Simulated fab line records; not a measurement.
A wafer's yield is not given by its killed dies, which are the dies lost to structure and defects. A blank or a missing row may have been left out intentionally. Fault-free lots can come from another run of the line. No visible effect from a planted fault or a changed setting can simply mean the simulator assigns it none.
Split-lot experiment || flow rit_cmos || 27 wafers read across 5 lots, on a route 202 steps long

## THE SPLIT
At RIT_M1_METAL_ETCH_12 (etches Al in Cl2/BCl3, stops on SiO2, time 165 s, target depth 600 nm), the setting target_depth_a was moved away from the recipe's 6000 angstrom on 12 of the 27 wafers read, by -52.4% to +49.5%. The other wafers ran this setting at the recipe's value.

## FROM THE SPLIT TO THE READING: what the file shows between them, 2 steps
- RIT_M1_STRIP_13: strips in nmp, time 600 s
- RIT_M1_STRIP_14: strips in O2, time 180 s

## THE READING
cd_nm at RIT_M1_CD_MEAS_90, given in nm (cd target 2600 nm). Fault-free wafers of this fab line usually give 2600.3 nm, standard deviation 3 nm.

{"wafer": "L075.1", "tool, chamber at the split": "rie_metal-01, 0", "target_depth_a as run, angstrom": 3832, "against the recipe": "-36.1%", "cd_nm, nm": 2604.8, "against lot-mates on the recipe": "+8.3"}
{"wafer": "L075.2", "tool, chamber at the split": "rie_metal-01, 1", "target_depth_a as run, angstrom": 6000, "against the recipe": "recipe", "cd_nm, nm": 2596.0, "against lot-mates on the recipe": "-"}
{"wafer": "L075.3", "tool, chamber at the split": "rie_metal-01, 0", "target_depth_a as run, angstrom": 6000, "against the recipe": "recipe", "cd_nm, nm": 2598.2, "against lot-mates on the recipe": "-"}
{"wafer": "L075.4", "tool, chamber at the split": "rie_metal-01, 1", "target_depth_a as run, angstrom": 6000, "against the recipe": "recipe", "cd_nm, nm": 2595.4, "against lot-mates on the recipe": "-"}
{"wafer": "L075.5", "tool, chamber at the split": "rie_metal-01, 1", "target_depth_a as run, angstrom": 3832, "against the recipe": "-36.1%", "cd_nm, nm": 2604.1, "against lot-mates on the recipe": "+7.6"}
{"wafer": "L075.6", "tool, chamber at the split": "rie_metal-01, 0", "target_depth_a as run, angstrom": 3832, "against the recipe": "-36.1%", "cd_nm, nm": 2606.8, "against lot-mates on the recipe": "+10.3"}
{"wafer": "L080.1", "tool, chamber at the split": "rie_metal-02, 1", "target_depth_a as run, angstrom": 8972, "against the recipe": "+49.5%", "cd_nm, nm": 2589.4, "against lot-mates on the recipe": -10.9}
{"wafer": "L080.2", "tool, chamber at the split": "rie_metal-02, 0", "target_depth_a as run, angstrom": 8972, "against the recipe": "+49.5%", "cd_nm, nm": 2584.9, "against lot-mates on the recipe": -15.4}
{"wafer": "L080.3", "tool, chamber at the split": "rie_metal-02, 0", "target_depth_a as run, angstrom": 6000, "against the recipe": "recipe", "cd_nm, nm": 2599.3, "against lot-mates on the recipe": "-"}
{"wafer": "L080.4", "tool, chamber at the split": "rie_metal-02, 1", "target_depth_a as run, angstrom": 8972, "against the recipe": "+49.5%", "cd_nm, nm": 2590.2, "against lot-mates on the recipe": -10.1}
{"wafer": "L080.5", "tool, chamber at the split": "rie_metal-02, 1", "target_depth_a as run, angstrom": 6000, "against the recipe": "recipe", "cd_nm, nm": 2602.3, "against lot-mates on the recipe": "-"}
{"wafer": "L080.6", "tool, chamber at the split": "rie_metal-02, 0", "target_depth_a as run, angstrom": 6000, "against the recipe": "recipe", "cd_nm, nm": 2599.4, "against lot-mates on the recipe": "-"}
{"wafer": "L079.1", "tool, chamber at the split": "rie_metal-02, 0", "target_depth_a as run, angstrom": 6000, "against the recipe": "recipe", "cd_nm, nm": 2599.5, "against lot-mates on the recipe": "-"}
{"wafer": "L079.2", "tool, chamber at the split": "rie_metal-02, 1", "target_depth_a as run, angstrom": 6000, "against the recipe": "recipe", "cd_nm, nm": 2602.3, "against lot-mates on the recipe": "-"}
{"wafer": "L079.3", "tool, chamber at the split": "rie_metal-02, 0", "target_depth_a as run, angstrom": 6000, "against the recipe": "recipe", "cd_nm, nm": 2597.0, "against lot-mates on the recipe": "-"}
{"wafer": "L084.1", "tool, chamber at the split": "rie_metal-01, 0", "target_depth_a as run, angstrom": 2856, "against the recipe": "-52.4%", "cd_nm, nm": 2614.3, "against lot-mates on the recipe": "+12.4"}
{"wafer": "L084.2", "tool, chamber at the split": "rie_metal-01, 1", "target_depth_a as run, angstrom": 2856, "against the recipe": "-52.4%", "cd_nm, nm": 2612.9, "against lot-mates on the recipe": "+11.0"}
{"wafer": "L084.3", "tool, chamber at the split": "rie_metal-01, 0", "target_depth_a as run, angstrom": 2856, "against the recipe": "-52.4%", "cd_nm, nm": 2611.1, "against lot-mates on the recipe": "+9.2"}
{"wafer": "L084.4", "tool, chamber at the split": "rie_metal-01, 1", "target_depth_a as run, angstrom": 6000, "against the recipe": "recipe", "cd_nm, nm": 2602.1, "against lot-mates on the recipe": "-"}
{"wafer": "L084.5", "tool, chamber at the split": "rie_metal-01, 0", "target_depth_a as run, angstrom": 6000, "against the recipe": "recipe", "cd_nm, nm": 2599.5, "against lot-mates on the recipe": "-"}
{"wafer": "L084.6", "tool, chamber at the split": "rie_metal-01, 1", "target_depth_a as run, angstrom": 6000, "against the recipe": "recipe", "cd_nm, nm": 2604.2, "against lot-mates on the recipe": "-"}
{"wafer": "L085.1", "tool, chamber at the split": "rie_metal-04, 0", "target_depth_a as run, angstrom": 4176, "against the recipe": "-30.4%", "cd_nm, nm": 2603.7, "against lot-mates on the recipe": "+7.0"}
{"wafer": "L085.2", "tool, chamber at the split": "rie_metal-04, 0", "target_depth_a as run, angstrom": 4176, "against the recipe": "-30.4%", "cd_nm, nm": 2606.0, "against lot-mates on the recipe": "+9.3"}
{"wafer": "L085.3", "tool, chamber at the split": "rie_metal-04, 0", "target_depth_a as run, angstrom": 4176, "against the recipe": "-30.4%", "cd_nm, nm": 2606.5, "against lot-mates on the recipe": "+9.8"}
{"wafer": "L085.4", "tool, chamber at the split": "rie_metal-04, 0", "target_depth_a as run, angstrom": 6000, "against the recipe": "recipe", "cd_nm, nm": 2597.4, "against lot-mates on the recipe": "-"}
{"wafer": "L085.5", "tool, chamber at the split": "rie_metal-04, 0", "target_depth_a as run, angstrom": 6000, "against the recipe": "recipe", "cd_nm, nm": 2594.9, "against lot-mates on the recipe": "-"}
{"wafer": "L085.6", "tool, chamber at the split": "rie_metal-04, 0", "target_depth_a as run, angstrom": 6000, "against the recipe": "recipe", "cd_nm, nm": 2597.7, "against lot-mates on the recipe": "-"}

THE FIT
A straight line over all 27 wafers: cd_nm changes by -0.226 nm for each +1% of target_depth_a; r = -0.93; the points scatter about the line by 2.5 nm.
The same after taking each lot's own level away (the mean of its wafers on the recipe; 27 wafers): -0.236 nm for each +1%; r = -0.97; scatter 1.8 nm.
That fit puts the effect of the largest move of target_depth_a on the reading at 12 nm.
The lots' own levels span 2596.53 to 2601.93 nm, that is 1.8 times the standard deviation above.
The two slopes agree, so the slope changes little with the lot-to-lot level.
Check: with one of the wafers moved furthest among these (-52.4%) left out of the fit, the line predicts +12.3 nm for it against its lot-mates. It came out at +12.4 nm against them.
Tool readings at the split's step, against how far the setting was moved: oes_product_au r = -0.96.

## THESE WAFERS: OTHER SPLITS
Note: prior to the reading, these wafers also went through further splits. Each is held against what the fit with the lots' levels taken away leaves over:
{"other split on the same wafers": "RIT_ACTIVE_DEVELOP_10 develop_time_s", "wafers away from the commonest value": 9, "r with cd_nm (lot level and that fit taken away)": "+0.16"}
{"other split on the same wafers": "RIT_GATE_ETCH_19 target_depth_a", "wafers away from the commonest value": 12, "r with cd_nm (lot level and that fit taken away)": "+0.35"}
{"other split on the same wafers": "RIT_SPACER_ETCHBACK_05 time_s", "wafers away from the commonest value": 12, "r with cd_nm (lot level and that fit taken away)": "+0.07"}

## THE WHOLE CHAIN: every reading that the file lists as answering this split, in the file's order
{"step": "RIT_M1_METAL_ETCH_12", "what it does": "etches Al in Cl2/BCl3, stops on SiO2, time 165 s, target depth 600 nm", "reading": "oes_product_au", "change (the file's fit)": "-0.00409 a.u. for each +1% of the setting", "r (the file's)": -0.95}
{"step": "RIT_M1_METAL_ETCH_12", "what it does": "etches Al in Cl2/BCl3, stops on SiO2, time 165 s, target depth 600 nm", "reading": "NOVOLAK_of_M1_COAT_04.thk_nm (the simulator's own value, which no gauge read)", "change (the file's fit)": "-3.31 nm for each +1% of the setting", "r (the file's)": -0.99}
{"step": "RIT_M1_METAL_ETCH_12", "what it does": "etches Al in Cl2/BCl3, stops on SiO2, time 165 s, target depth 600 nm", "reading": "M1.feature_depth_nm (the simulator's own value, which no gauge read)", "change (the file's fit)": "not straight: 280.5 at the lowest setting, 438.7 at the recipe, 446.8 at the highest", "r (the file's)": "not given"}
{"step": "RIT_M1_METAL_ETCH_12", "what it does": "etches Al in Cl2/BCl3, stops on SiO2, time 165 s, target depth 600 nm", "reading": "etch.depth_nm (the simulator's own value, which no gauge read)", "change (the file's fit)": "not straight: 280.5 at the lowest setting, 405.7 at the recipe, 398 at the highest", "r (the file's)": "not given"}
{"step": "RIT_M1_CD_MEAS_90", "what it does": "target cd 2600 nm", "reading": "cd_nm", "change (the file's fit)": "-0.236 nm for each +1% of the setting", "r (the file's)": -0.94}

## FILE'S OWN FIT
cd_nm changes by -0.236 nm for each +1% of target_depth_a, r = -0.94.
